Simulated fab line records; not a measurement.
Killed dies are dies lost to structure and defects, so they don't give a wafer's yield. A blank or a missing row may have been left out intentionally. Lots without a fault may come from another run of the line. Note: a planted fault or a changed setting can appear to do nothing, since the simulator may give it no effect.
fab line records    flow rit_cmos
record lots=14  wafers=42  last_day=8
route steps=202 shown FOX1@20 SILICIDE@162 CONTACT@179 M1@202
lots that met no fault: taken from a fault-free run of the same line
start_h: start of the lot's first displayed wafer, in hours after the record's first day    wait_h: hours elapsed since this lot's preceding step    " as in the row above    L1.1+2: a row that stands for several wafers    - no value, or no start given    * or withheld: withheld    < > ~ a bound
route shown NAME@n: a module of which the file shows steps, and the number in the route of the first    usual: mean/standard deviation taken from wafers without a fault    same: alike in all rows    chamber/n: place in a boat    sites: the reading at each site    _std_site: standard deviation of those values    _edge_site: inner sites' mean taken away from outer sites' mean    radius_mm: how far each site lies from the wafer's centre    mask NAME#n: copy n    behind: the last tool/chamber to shape the wafer    hold: what put the lot on hold/how long, in hours/how the hold closed    device: whichever transistor did not switch (one of n, p or np)    end of line: the tests these same wafers got at the end of their route    step lacking rows: just its recipe    killed: not the wafer's yield, but the dies lost to structure and defects at the first sort    map: the dies of a wafer, with x for killed, . for not killed, _ for no die there
set.NAME: the setting as run; set.NAME@STEP: as run at that earlier step    model.NAME: the simulator's own value behind a step, which no gauge read
the route's steps for a sample of lots (tables are steps, rows are wafers)
services: when a tool's chamber went out of use (start_h, in hours from the record's first day, below 0 if earlier), for how many hours, and the reason
## steps
# step RIT_FOX1_OXIDATION_00
# recipe temp_c=1100  ambient=H2O  target_thk_a=3507  p_h2o_torr=720  ox_time_s=1130
# usual ox_temp_c_max=1105.1/1.4  zone_power_source_pct=45/4
lot.wafer  tool        chamber  start_h  wait_h  ox_temp_c_max  zone_power_source_pct
L700.1     furnace-03  0        15.94    0.0     1105.8         41
L700.3     "           0        "        "       1105.4         41
L700.6     "           0        "        "       1107.4         41
L701.2     furnace-04  0        23.25    2.1     1104.1         51
L701.3     "           0        "        "       1103.4         49
L701.6     "           0        "        "       1104.8         51
L703.4     furnace-03  0        34.06    2.2     1104.4         41
L703.5     "           0        "        "       1106.3         41
L703.6     "           0        "        "       1106.9         41
L706.2     furnace-03  0        50.93    3.0     1106.1         42
L706.5     "           0        "        "       1104.5         41
L706.6     "           0        "        "       1106.2         42
L707.1     furnace-01  0        57.05    1.7     1105.9         44
L707.2     "           0        "        "       1107.0         44
L707.3     "           0        "        "       1105.5         43
L708.2     furnace-03  0        57.57    0.1     1105.9         42
L708.3     "           0        "        "       1106.1         41
L708.6     "           0        "        "       1104.2         41
L710.3     furnace-04  0        71.03    4.3     1103.5         50
L710.4     "           0        "        "       1103.7         51
L710.6     "           0        "        "       1103.3         51
L716.4     furnace-04  0        97.30    0.1     1104.3         50
L716.5     "           0        "        "       1103.7         50
L716.6     "           0        "        "       1104.5         50
L718.2     furnace-04  0        107.58   1.0     1104.7         49
L718.3     "           0        "        "       1104.2         50
L718.4     "           0        "        "       1104.5         51
L719.1     furnace-03  0        111.22   0.2     1106.4         40
L719.3     "           0        "        "       1105.7         42
L719.6     "           0        "        "       1107.5         41
L720.4     furnace-01  0        116.71   0.0     1106.2         44
L720.5     "           0        "        "       1106.6         43
L720.6     "           0        "        "       1107.5         44
L721.2     furnace-01  0        121.93   0.8     1105.1         44
L721.4     "           0        "        "       1105.5         44
L721.5     "           0        "        "       1105.8         44
L722.1     furnace-03  0        127.53   0.8     1103.8         41
L722.3     "           0        "        "       1106.3         41
L722.4     "           0        "        "       1106.2         40
L723.2     furnace-03  0        134.21   1.7     1106.8         41
L723.3     "           0        "        "       1107.6         41
L723.6     "           0        "        "       1106.1         42
# step RIT_SILICIDE_SPUTTER_01
# recipe material=Ti  target_thk_nm=30  power_w=350  chamber_pressure_pa=0.667  gas=Ar  time_s=240  substrate_temp_c=25
# usual throttle_valve_pct=29.6/0.98
lot.wafer  tool            chamber  start_h  wait_h  throttle_valve_pct
L700.1     pvd_sputter-01  -        58.40    0.0     29.5
L700.3     "               -        "        "       31.0
L700.6     "               -        "        "       29.3
L701.2     pvd_sputter-04  -        64.56    0.0     29.4
L701.3     "               -        "        "       30.5
L701.6     "               -        "        "       28.5
L703.4     pvd_sputter-04  -        75.86    0.0     28.0
L703.5     "               -        "        "       28.5
L703.6     "               -        "        "       29.4
L706.2     pvd_sputter-03  -        93.92    0.0     30.7
L706.5     "               -        "        "       31.0
L706.6     "               -        "        "       30.8
L707.1     pvd_sputter-04  -        97.86    0.0     27.8
L707.2     "               -        "        "       28.5
L707.3     "               -        "        "       29.5
L708.2     pvd_sputter-03  -        99.45    0.0     30.7
L708.3     "               -        "        "       29.3
L708.6     "               -        "        "       29.6
L710.3     pvd_sputter-01  -        111.03   0.0     30.7
L710.4     "               -        "        "       29.7
L710.6     "               -        "        "       29.6
L716.4     pvd_sputter-01  -        135.30   0.0     29.9
L716.5     "               -        "        "       30.7
L716.6     "               -        "        "       29.3
L718.2     pvd_sputter-04  -        149.73   0.0     28.5
L718.3     "               -        "        "       29.6
L718.4     "               -        "        "       28.1
L719.1     pvd_sputter-03  -        151.12   0.0     28.8
L719.3     "               -        "        "       30.9
L719.6     "               -        "        "       29.8
L720.4     pvd_sputter-01  -        153.11   0.0     29.1
L720.5     "               -        "        "       29.4
L720.6     "               -        "        "       30.9
L721.2     pvd_sputter-04  -        157.74   0.0     28.0
L721.4     "               -        "        "       28.4
L721.5     "               -        "        "       29.6
L722.1     pvd_sputter-03  -        166.78   0.0     31.3
L722.3     "               -        "        "       30.3
L722.4     "               -        "        "       29.0
L723.2     pvd_sputter-04  -        172.54   0.0     29.5
L723.3     "               -        "        "       28.1
L723.6     "               -        "        "       28.0
# step RIT_SILICIDE_RS_MEAS_02
# recipe thk_meas_gauge=four-point-probe  reads=Ti_of_SILICIDE_SPUTTER_01
# usual SILICIDE_TI_RS=47.7/0.62
lot.wafer  tool           chamber  start_h  wait_h  SILICIDE_TI_RS[ohm/sq]
L700.1     film_metro-02  -        58.55    0.1     48.4
L700.3     "              -        "        "       48.2
L700.6     "              -        "        "       48.3
L701.2     film_metro-03  -        64.73    0.1     47.8
L701.3     "              -        "        "       47.4
L701.6     "              -        "        "       48.2
L703.4     film_metro-04  -        76.07    0.1     46.9
L703.5     "              -        "        "       46.4
L703.6     "              -        "        "       46.2
L706.2     film_metro-04  -        94.09    0.1     48.5
L706.5     "              -        "        "       47.9
L706.6     "              -        "        "       48.8
L707.1     film_metro-02  -        98.01    0.1     47.6
L707.2     "              -        "        "       47.6
L707.3     "              -        "        "       47.6
L708.2     film_metro-03  -        99.62    0.1     48.7
L708.3     "              -        "        "       48.6
L708.6     "              -        "        "       48.6
L710.3     film_metro-04  -        111.22   0.1     46.7
L710.4     "              -        "        "       46.8
L710.6     "              -        "        "       47.0
L716.4     film_metro-04  -        135.51   0.1     47.3
L716.5     "              -        "        "       47.3
L716.6     "              -        "        "       47.4
L718.2     film_metro-04  -        149.90   0.1     47.5
L718.3     "              -        "        "       47.2
L718.4     "              -        "        "       47.7
L719.1     film_metro-04  -        151.27   0.1     47.8
L719.3     "              -        "        "       47.7
L719.6     "              -        "        "       48.1
L720.4     film_metro-04  -        153.32   0.1     47.0
L720.5     "              -        "        "       46.8
L720.6     "              -        "        "       46.6
L721.2     film_metro-03  -        157.91   0.1     47.7
L721.4     "              -        "        "       47.3
L721.5     "              -        "        "       47.1
L722.1     film_metro-02  -        166.93   0.1     47.5
L722.3     "              -        "        "       48.1
L722.4     "              -        "        "       47.4
L723.2     film_metro-04  -        172.71   0.1     48.0
L723.3     "              -        "        "       48.1
L723.6     "              -        "        "       48.3
# step RIT_CONTACT_ETCH_11
# recipe target_depth_a=4800  over_etch_frac=0.2  stop_on=TiSi2  chemistry=CHF3/CF4/Ar  target=SiO2  CHF3_flow_sccm=50  cf4_flow_sccm=10  Ar_flow_sccm=100  O2_flow_sccm=5  pressure_mtorr=100  rf_w=200  time_s=320
# usual drypump_motor_current_A=5.7/0.51  oes_product_au=1.006/0.014  throttle_valve_pct=8.85/0.085
lot.wafer  tool         chamber  start_h  wait_h  drypump_motor_current_A  oes_product_au  rf_hours_counter_h  throttle_valve_pct
L700.1     rie_diel-01  3        60.29    0.1     6.0                      1.013           73                  8.90
L700.3     "            2        "        "       4.8                      0.979           167                 8.76
L700.6     "            3        "        "       6.1                      1.024           -                   8.89
L701.2     rie_diel-01  1        66.57    0.1     5.1                      0.994           4                   8.93
L701.3     "            3        "        "       6.0                      1.017           73                  8.89
L701.6     "            0        "        "       5.8                      1.010           -                   8.87
L703.4     rie_diel-01  3        77.91    0.1     6.0                      1.024           -                   8.89
L703.5     "            1        "        "       5.1                      1.004           -                   8.93
L703.6     "            0        "        "       5.8                      1.009           -                   8.88
L706.2     rie_diel-02  3        96.24    0.1     6.1                      1.004           51                  8.86
L706.5     "            2        "        "       6.3                      1.010           -                   8.64
L706.6     "            1        "        "       5.8                      0.975           -                   8.77
L707.1     rie_diel-01  2        99.75    0.1     4.7                      1.016           0                   8.77
L707.2     "            1        "        "       5.1                      1.008           5                   8.92
L707.3     "            0        "        "       5.8                      0.999           7                   8.86
L708.2     rie_diel-02  3        101.47   0.1     6.1                      1.014           52                  8.87
L708.3     "            0        "        "       6.1                      1.031           68                  8.94
L708.6     "            0        "        "       6.2                      1.026           -                   8.95
L710.3     rie_diel-01  0        112.97   0.1     5.8                      1.010           7                   8.87
L710.4     "            1        "        "       5.1                      1.004           5                   8.95
L710.6     "            3        "        "       6.1                      1.024           -                   8.90
L716.4     rie_diel-01  2        137.38   0.1     4.8                      1.016           1                   8.76
L716.5     "            3        "        "       6.0                      1.017           -                   8.89
L716.6     "            2        "        "       4.7                      1.022           -                   8.75
L718.2     rie_diel-02  2        151.74   0.1     6.3                      1.013           107                 8.65
L718.3     "            3        "        "       6.1                      1.018           52                  8.87
L718.4     "            0        "        "       6.1                      1.024           70                  8.94
L719.1     rie_diel-01  2        153.02   0.1     4.8                      1.013           2                   8.76
L719.3     "            0        "        "       5.8                      1.002           8                   8.88
L719.6     "            3        "        "       6.0                      1.023           -                   8.90
L720.4     rie_diel-02  3        155.12   0.1     6.1                      1.001           53                  8.86
L720.5     "            0        "        "       6.1                      1.020           -                   8.95
L720.6     "            1        "        "       5.9                      0.985           -                   8.80
L721.2     rie_diel-01  1        159.89   0.1     5.1                      1.004           6                   8.92
L721.4     "            3        "        "       6.1                      1.015           75                  8.90
L721.5     "            0        "        "       5.8                      1.008           -                   8.89
L722.1     rie_diel-03  3        168.79   0.1     4.8                      0.999           34                  8.95
L722.3     "            1        "        "       5.5                      0.999           117                 8.84
L722.4     "            2        "        "       5.7                      0.988           5                   8.87
L723.2     rie_diel-02  3        174.59   0.1     6.1                      1.008           53                  8.87
L723.3     "            1        "        "       5.8                      0.989           114                 8.78
L723.6     "            2        "        "       6.3                      1.017           -                   8.65
# step RIT_M1_PROBE_99
# usual killed_at_contacts=0.1/0.37  killed_at_front_end=6.9/2.9  killed_dies=7.1/2.9  killed_on_rim=1.9/1.4  killed_open=3.3/1.8  killed_short=3.6/2.2
# same gross_dies=264  killed_at_M0_to_M3=0  killed_at_M4_up=0  killed_at_back_side=0  killed_at_other=0
lot.wafer  tool       chamber  start_h  wait_h  hold                    killed_at_contacts  killed_at_front_end  killed_dies  killed_on_rim  killed_open  killed_short
L700.1     prober-01  -        65.30    0.1     -                       0                   2                    2            0              1            1
L700.3     prober-01  -        65.40    0.2     -                       0                   9                    9            2              3            6
L700.6     prober-01  -        65.55    0.2     -                       0                   10                   10           3              6            4
L701.2     prober-02  -        71.74    0.1     -                       0                   7                    7            1              3            4
L701.3     prober-02  -        71.79    0.2     -                       0                   12                   12           5              4            8
L701.6     prober-02  -        71.94    0.2     -                       0                   9                    9            4              2            7
L703.4     prober-02  -        83.10    0.2     -                       0                   16                   16           5              5            11
L703.5     prober-02  -        83.15    0.2     -                       0                   11                   11           4              7            4
L703.6     prober-02  -        83.20    0.2     -                       0                   11                   11           3              6            5
L706.2     prober-01  -        101.45   0.1     -                       0                   6                    6            2              2            4
L706.5     prober-01  -        101.60   0.2     -                       0                   4                    4            0              1            3
L706.6     prober-01  -        101.65   0.2     -                       0                   2                    2            1              0            2
L707.1     prober-02  -        104.76   0.1     -                       0                   9                    9            3              3            6
L707.2     prober-02  -        104.81   0.1     -                       1                   7                    8            2              2            6
L707.3     prober-02  -        104.86   0.2     -                       0                   7                    7            2              3            4
L708.2     prober-01  -        107.01   0.1     -                       0                   6                    6            1              2            4
L708.3     prober-01  -        107.06   0.2     -                       0                   7                    7            1              3            4
L708.6     prober-01  -        107.21   0.2     -                       0                   10                   10           3              4            6
L710.3     prober-01  -        118.14   0.2     -                       0                   7                    7            2              4            3
L710.4     prober-01  -        118.19   0.2     -                       0                   5                    5            2              4            1
L710.6     prober-01  -        118.29   0.2     -                       0                   7                    7            2              4            3
L716.4     prober-01  -        142.84   0.2     await_dispo/2.6h/scrap  0                   169                  169          53             3            0
L716.5     prober-01  -        142.89   0.2     await_dispo/2.6h/scrap  0                   172                  172          50             2            2
L716.6     prober-01  -        142.94   0.2     await_dispo/2.6h/scrap  0                   166                  166          44             1            2
L718.2     prober-01  -        156.71   0.1     await_dispo/7.3h/scrap  0                   187                  187          51             2            8
L718.3     prober-01  -        156.76   0.2     await_dispo/7.3h/scrap  0                   182                  182          45             3            6
L718.4     prober-01  -        156.81   0.2     await_dispo/7.3h/scrap  1                   167                  168          45             1            2
L719.1     prober-02  -        158.16   0.1     -                       0                   5                    5            1              2            3
L719.3     prober-02  -        158.26   0.2     -                       0                   3                    3            2              1            2
L719.6     prober-02  -        158.41   0.2     -                       1                   3                    4            1              2            1
L720.4     prober-01  -        160.33   0.2     -                       0                   4                    4            2              1            3
L720.5     prober-01  -        160.38   0.2     -                       0                   7                    7            1              3            4
L720.6     prober-01  -        160.43   0.2     -                       0                   4                    4            0              3            1
L721.2     prober-02  -        164.94   0.1     -                       0                   6                    6            2              4            2
L721.4     prober-02  -        165.04   0.2     -                       0                   8                    8            3              4            4
L721.5     prober-02  -        165.09   0.2     -                       0                   12                   12           2              6            6
L722.1     prober-01  -        174.18   0.1     -                       0                   8                    8            4              8            0
L722.3     prober-01  -        174.28   0.2     -                       1                   6                    7            1              2            5
L722.4     prober-01  -        174.33   0.2     -                       0                   9                    9            2              4            5
L723.2     prober-02  -        179.81   0.1     -                       0                   9                    9            2              2            7
L723.3     prober-02  -        179.86   0.2     -                       0                   7                    7            3              4            3
L723.6     prober-02  -        180.01   0.2     -                       0                   4                    4            1              2            2
# killed by level:class
L700.1 FOX1:geometric_particle:open=1 REOX:geometric_particle:short=1
L700.3 FOX2:geometric_particle:short=2 FOX1:geometric_particle:short=1 GATE:geometric_particle:open=1 REOX:geometric_particle:short=1 REOX:geometric_particle:open=1 SPACER:geometric_particle:short=1 SILICIDE:geometric_particle:open=1 SILICIDE:geometric_particle:short=1
L700.6 SILICIDE:geometric_particle:open=3 REOX:geometric_particle:open=2 SPACER:geometric_particle:short=2 FOX1:geometric_particle:open=1 FOX1:geometric_particle:short=1 SILICIDE:geometric_particle:short=1
L701.2 GATE:geometric_particle:short=3 GATE:geometric_particle:open=2 SPACER:geometric_particle:short=1 SILICIDE:geometric_particle:open=1
L701.3 GATE:geometric_particle:short=3 FOX2:geometric_particle:short=2 GATE:geometric_particle:open=2 FOX1:geometric_particle:short=1 REOX:geometric_particle:open=1 REOX:geometric_particle:short=1 SPACER:geometric_particle:open=1 SILICIDE:geometric_particle:short=1
L701.6 GATE:geometric_particle:short=5 GATE:geometric_particle:open=2 ACTIVE:geometric_particle:short=1 SILICIDE:geometric_particle:short=1
L703.4 REOX:geometric_particle:short=5 GATE:geometric_particle:short=2 GATE:geometric_particle:open=2 REOX:geometric_particle:open=2 SPACER:geometric_particle:short=2 FOX1:geometric_particle:open=1 FOX1:geometric_particle:short=1 FOX2:geometric_particle:short=1
L703.5 FOX1:geometric_particle:short=3 GATE:geometric_particle:open=3 REOX:geometric_particle:open=3 SILICIDE:geometric_particle:open=1 REOX:geometric_particle:short=1
L703.6 FOX1:geometric_particle:open=3 GATE:geometric_particle:short=2 REOX:geometric_particle:open=2 REOX:geometric_particle:short=2 FOX1:geometric_particle:short=1 GATE:geometric_particle:open=1
L706.2 SPACER:geometric_particle:short=2 FOX1:geometric_particle:open=1 GATE:geometric_particle:short=1 GATE:geometric_particle:open=1 SILICIDE:geometric_particle:short=1
L706.5 GATE:geometric_particle:short=1 GATE:geometric_particle:open=1 SPACER:geometric_particle:short=1 SILICIDE:geometric_particle:short=1
L706.6 FOX2:geometric_particle:short=1 SPACER:geometric_particle:short=1
L707.1 GATE:geometric_particle:short=3 SPACER:geometric_particle:short=2 FOX1:geometric_particle:short=1 FOX1:geometric_particle:open=1 GATE:geometric_particle:open=1 REOX:geometric_particle:open=1
L707.2 REOX:geometric_particle:short=3 FOX1:geometric_particle:short=1 FOX1:geometric_particle:open=1 GATE:geometric_particle:short=1 SPACER:geometric_particle:open=1 CONTACT:geometric_particle:short=1
L707.3 REOX:geometric_particle:short=2 FOX1:geometric_particle:short=1 GATE:geometric_particle:open=1 GATE:geometric_particle:short=1 SPACER:geometric_particle:open=1 SILICIDE:geometric_particle:open=1
L708.2 GATE:geometric_particle:short=2 FOX1:geometric_particle:open=1 REOX:geometric_particle:short=1 SPACER:geometric_particle:short=1 SPACER:geometric_particle:open=1
L708.3 FOX1:geometric_particle:open=2 FOX1:geometric_particle:short=1 FOX2:geometric_particle:short=1 SPACER:geometric_particle:short=1 SILICIDE:geometric_particle:short=1 SILICIDE:geometric_particle:open=1
L708.6 GATE:geometric_particle:short=5 FOX1:geometric_particle:open=2 GATE:geometric_particle:open=1 REOX:geometric_particle:open=1 SILICIDE:geometric_particle:short=1
L710.3 FOX2:geometric_particle:short=2 FOX2:geometric_particle:open=2 GATE:geometric_particle:short=1 GATE:geometric_particle:open=1 REOX:geometric_particle:open=1
L710.4 REOX:geometric_particle:open=2 FOX2:geometric_particle:open=1 GATE:geometric_particle:open=1 REOX:geometric_particle:short=1
L710.6 FOX1:geometric_particle:open=2 FOX2:geometric_particle:short=2 FOX1:geometric_particle:short=1 REOX:geometric_particle:open=1 SILICIDE:geometric_particle:open=1
L716.4 FOX1:unspecified=166 GATE:geometric_particle:open=1 REOX:geometric_particle:open=1 SILICIDE:geometric_particle:open=1
L716.5 FOX1:unspecified=168 GATE:geometric_particle:short=2 GATE:geometric_particle:open=1 REOX:geometric_particle:open=1
L716.6 FOX1:unspecified=163 FOX1:geometric_particle:short=1 REOX:geometric_particle:open=1 SPACER:geometric_particle:short=1
L718.2 FOX1:unspecified=177 GATE:geometric_particle:short=4 SILICIDE:geometric_particle:short=3 FOX1:geometric_particle:short=1 SPACER:geometric_particle:open=1 SILICIDE:geometric_particle:open=1
L718.3 FOX1:unspecified=173 GATE:geometric_particle:short=3 SPACER:geometric_particle:short=2 GATE:geometric_particle:open=1 SPACER:geometric_particle:open=1 SILICIDE:geometric_particle:short=1 SILICIDE:geometric_particle:open=1
L718.4 FOX1:unspecified=164 FOX1:geometric_particle:short=1 GATE:geometric_particle:short=1 SILICIDE:geometric_particle:open=1 CONTACT:coat_microbubble_printed=1
L719.1 REOX:geometric_particle:short=2 FOX2:geometric_particle:open=1 GATE:geometric_particle:open=1 GATE:geometric_particle:short=1
L719.3 FOX1:geometric_particle:short=1 GATE:geometric_particle:open=1 SILICIDE:geometric_particle:short=1
L719.6 FOX1:geometric_particle:short=1 REOX:geometric_particle:open=1 SILICIDE:geometric_particle:open=1 CONTACT:coat_microbubble_printed=1
L720.4 FOX2:geometric_particle:short=2 FOX1:geometric_particle:open=1 GATE:geometric_particle:short=1
L720.5 FOX2:geometric_particle:short=2 FOX2:geometric_particle:open=2 REOX:geometric_particle:short=1 SPACER:geometric_particle:short=1 SPACER:geometric_particle:open=1
L720.6 SPACER:geometric_particle:open=2 FOX1:geometric_particle:short=1 FOX1:geometric_particle:open=1
L721.2 GATE:geometric_particle:open=2 ACTIVE:geometric_particle:open=1 FOX1:geometric_particle:short=1 GATE:geometric_particle:short=1 SILICIDE:geometric_particle:open=1
L721.4 GATE:geometric_particle:short=3 SPACER:geometric_particle:open=2 FOX1:geometric_particle:open=1 GATE:geometric_particle:open=1 SPACER:geometric_particle:short=1
L721.5 FOX1:geometric_particle:open=5 SILICIDE:geometric_particle:short=4 GATE:geometric_particle:short=2 SPACER:geometric_particle:open=1
L722.1 REOX:geometric_particle:open=4 GATE:geometric_particle:open=3 FOX1:geometric_particle:open=1
L722.3 GATE:geometric_particle:short=2 SILICIDE:geometric_particle:short=2 REOX:geometric_particle:short=1 SPACER:geometric_particle:open=1 CONTACT:geometric_particle:open=1
L722.4 FOX1:geometric_particle:short=2 GATE:geometric_particle:short=2 GATE:geometric_particle:open=2 FOX2:geometric_particle:short=1 SPACER:geometric_particle:open=1 SILICIDE:geometric_particle:open=1
L723.2 FOX1:geometric_particle:short=3 GATE:geometric_particle:short=3 GATE:geometric_particle:open=2 REOX:geometric_particle:short=1
L723.3 GATE:geometric_particle:open=3 GATE:geometric_particle:short=3 FOX2:geometric_particle:open=1
L723.6 REOX:geometric_particle:short=2 GATE:geometric_particle:open=1 SPACER:geometric_particle:open=1
## services
tool            chamber  start_h  hours  kind
pvd_sputter-01  -        2.65     4.7    repair
furnace-03      -        4.94     4.8    pm
pvd_sputter-04  -        13.15    7.3    repair
pvd_sputter-01  -        20.49    1.3    repair
rie_diel-02     -        26.79    1.1    repair
rie_diel-01     0        42.09    7.2    repair
rie_diel-01     2        64.01    -      clean
rie_diel-01     2        64.01    20.8   scheduled_down
rie_diel-01     2        64.01    20.8   vent_cycle
furnace-03      -        65.29    9.2    pm
rie_diel-02     2        71.91    6.0    repair
rie_diel-03     0        101.25   13.4   repair
rie_diel-01     3        115.03   3.0    repair
rie_diel-02     2        119.83   2.5    repair
furnace-01      -        131.19   3.8    pm
pvd_sputter-04  -        136.87   2.0    repair
furnace-04      -        143.75   3.4    pm
furnace-03      -        146.58   3.9    pm
rie_diel-02     -        168.85   1.2    repair
furnace-03      -        172.33   3.5    pm
## key
first_sign step=RIT_M1_PROBE_99  reading=killed_at_front_end  direction=up  sigmas=58  usual=6.9  struck=173.8
effect step=RIT_M1_PROBE_99  reading=killed_dies  direction=up  sigmas=57  usual=7.1  struck=174
met_at RIT_FOX1_OXIDATION_00
struck_lots L716,L718
tester_left_out L716,L718
not_acting_at RIT_SILICIDE_SPUTTER_01,RIT_SILICIDE_RS_MEAS_02,RIT_CONTACT_ETCH_11
onset_between 71.03 97.30
fault kind=chamber_particle_source  tool=furnace-04  chamber=-  onset_h=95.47  steps=RIT_FOX1_OXIDATION_00  rate_per_visit_cm2=1.8327  end_h=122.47
# tester_left_out: of these lots the tester's yield and bins aren't shown, on N5 and GAA mostly nor the transistor test; their killed dies are dies lost to structure and defects alone, not to doping, threshold or leakage, so they don't give the yield
